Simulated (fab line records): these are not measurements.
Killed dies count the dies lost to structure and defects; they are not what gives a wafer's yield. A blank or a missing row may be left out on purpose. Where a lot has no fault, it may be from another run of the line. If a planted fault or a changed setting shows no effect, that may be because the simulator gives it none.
Shared-tool check	flow berkeley_cmos170	Lots sampled 14, wafers sampled 42

## WHY IT WAS OPENED
2 of 14 lots carry a flag on the reading ACTIVE_NITRIDE_THK at UCB170_ACTIVE_THK_MEAS_06. No-fault wafers: 219.2 nm, standard deviation 1.8.
Rule: a lot gets a flag if all its wafers with a number sit over 4 standard deviations from that mean, or if no wafer of it has a number. All remaining lots are regarded as sound.

lot	measured	on	ACTIVE_NITRIDE_THK (nm), wafer by wafer	flag
L236	day 4 13:18	film_metro-02	219.6 219.7 217.9	
L239	day 5 00:26	film_metro-01	218.4 219.0 219.2	
L238	day 5 00:28	film_metro-02	217.7 218.2 217.8	
L240	day 5 15:33	film_metro-04	219.8 221.4 220.3	
L243	day 5 23:44	film_metro-04	219.5 223.0 220.7	
L244	day 5 23:44	film_metro-02	219.5 216.9 215.9	
L241	day 5 23:44	film_metro-01	220.7 219.4 221.2	
L242	day 5 23:48	film_metro-01	221.1 219.7 219.4	
L245	day 6 11:19	film_metro-01	219.9 220.8 219.8	
L247	day 7 01:55	film_metro-01	219.5 221.0 219.7	
L248	day 7 01:55	film_metro-04	220.3 220.3 220.9	
L249	day 7 16:40	film_metro-04	134.2 134.7 135.2	FLAGGED
L250	day 7 16:40	film_metro-02	137.4 135.7 138.0	FLAGGED
L254	day 8 23:26	film_metro-04	216.6 218.1 218.7	
The mean of the flagged lots' numbers is 135.9 nm, -83.3 nm from the usual (-46 standard deviations).

## TOOL THAT RAN EACH LOT
2 process steps preceding the reading are held in the record, out of 331 steps in the route. In each cell: the tool, then ch and the chambers that the sampled wafers went through, then the start.
lot	flag	UCB170_ZERO_ETCH_06	UCB170_ACTIVE_CVD_05
L236		rie_diel-01 ch 0,1,3, day 1 20:41	lpcvd-02 ch 0, day 4 11:23
L239		rie_diel-02 ch 0,2,3, day 2 10:34	lpcvd-02 ch 1, day 4 21:16
L238		rie_diel-04 ch 0,1,2, day 2 06:25	lpcvd-02 ch 1, day 4 21:16
L240		rie_diel-01 ch 1,2,3, day 2 19:09	lpcvd-01 ch 0, day 5 13:38
L243		rie_diel-04 ch 0,1,2, day 3 12:46	lpcvd-01 ch 1, day 5 21:49
L244		rie_diel-02 ch 0,1,3, day 3 12:22	lpcvd-01 ch 0, day 5 21:49
L241		rie_diel-04 ch 0,3, day 3 03:13	lpcvd-01 ch 1, day 5 21:49
L242		rie_diel-01 ch 0,3, day 3 03:28	lpcvd-01 ch 0, day 5 21:49
L245		rie_diel-04 ch 0,1,3, day 3 18:10	lpcvd-01 ch 0, day 6 09:24
L247		rie_diel-04 ch 0,3, day 4 04:22	lpcvd-02 ch 1, day 6 23:59
L248		rie_diel-01 ch 1,2, day 4 07:12	lpcvd-02 ch 1, day 6 23:59
L249	FLAGGED	rie_diel-04 ch 0,2,3, day 4 16:40	lpcvd-02 ch 1, day 7 14:45
L250	FLAGGED	rie_diel-02 ch 2,3, day 4 16:57	lpcvd-02 ch 0, day 7 14:45
L254		rie_diel-04 ch 1,2,3, day 5 15:13	lpcvd-01 ch 1, day 8 21:30
What is done by these steps:
- UCB170_ZERO_ETCH_06: etches SiO2 in CHF3/CF4/Ar, time 12 s.
- UCB170_ACTIVE_CVD_05: deposits Si3N4 from SiH2Cl2/NH3, target thk 220 nm, time 3300 s.
- UCB170_ACTIVE_THK_MEAS_06

## FLAGGED OVER TOTAL, TOOL BY TOOL (the gauges that took the reading come last)
step	tool	lots run	flagged	share of the flagged lots	sound lots run after its first flagged lot
UCB170_ZERO_ETCH_06	rie_diel-01	4	0	none	-
UCB170_ZERO_ETCH_06	rie_diel-02	3	1	some	0
UCB170_ZERO_ETCH_06	rie_diel-04	7	1	some	1 (L254)
UCB170_ACTIVE_CVD_05	lpcvd-01	7	0	none	-
UCB170_ACTIVE_CVD_05	lpcvd-02	7	2	all	0
UCB170_ACTIVE_THK_MEAS_06	film_metro-01	5	0	none	-
UCB170_ACTIVE_THK_MEAS_06	film_metro-02	4	1	some	0
UCB170_ACTIVE_THK_MEAS_06	film_metro-04	5	1	some	1 (L254)

## THE TABLE: WHAT IT ALLOWS
Rows of the table that ran each flagged lot: 1, that is lpcvd-02 at UCB170_ACTIVE_CVD_05.
- lpcvd-02 at UCB170_ACTIVE_CVD_05 ran 7 lots, 2 of them flagged. It ran its last sound lot, L247, at day 6 23:59 and its first flagged lot, L249, at day 7 14:45: a fault with its onset between the two fits. Its own readings lie more than 4 standard deviations out on every wafer of the flagged lots: spike_tc_centre_C, spike_tc_load_C, spike_tc_source_C, susceptor_temp_C.
One tool is left: lpcvd-02 at UCB170_ACTIVE_CVD_05.

## WHAT HAD BEEN PUT IN BY THE SIMULATOR
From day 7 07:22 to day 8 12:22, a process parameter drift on lpcvd-02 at UCB170_ACTIVE_CVD_05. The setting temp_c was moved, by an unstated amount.
Struck lots among those shown: L249, L250. The rule above reached the same finding.
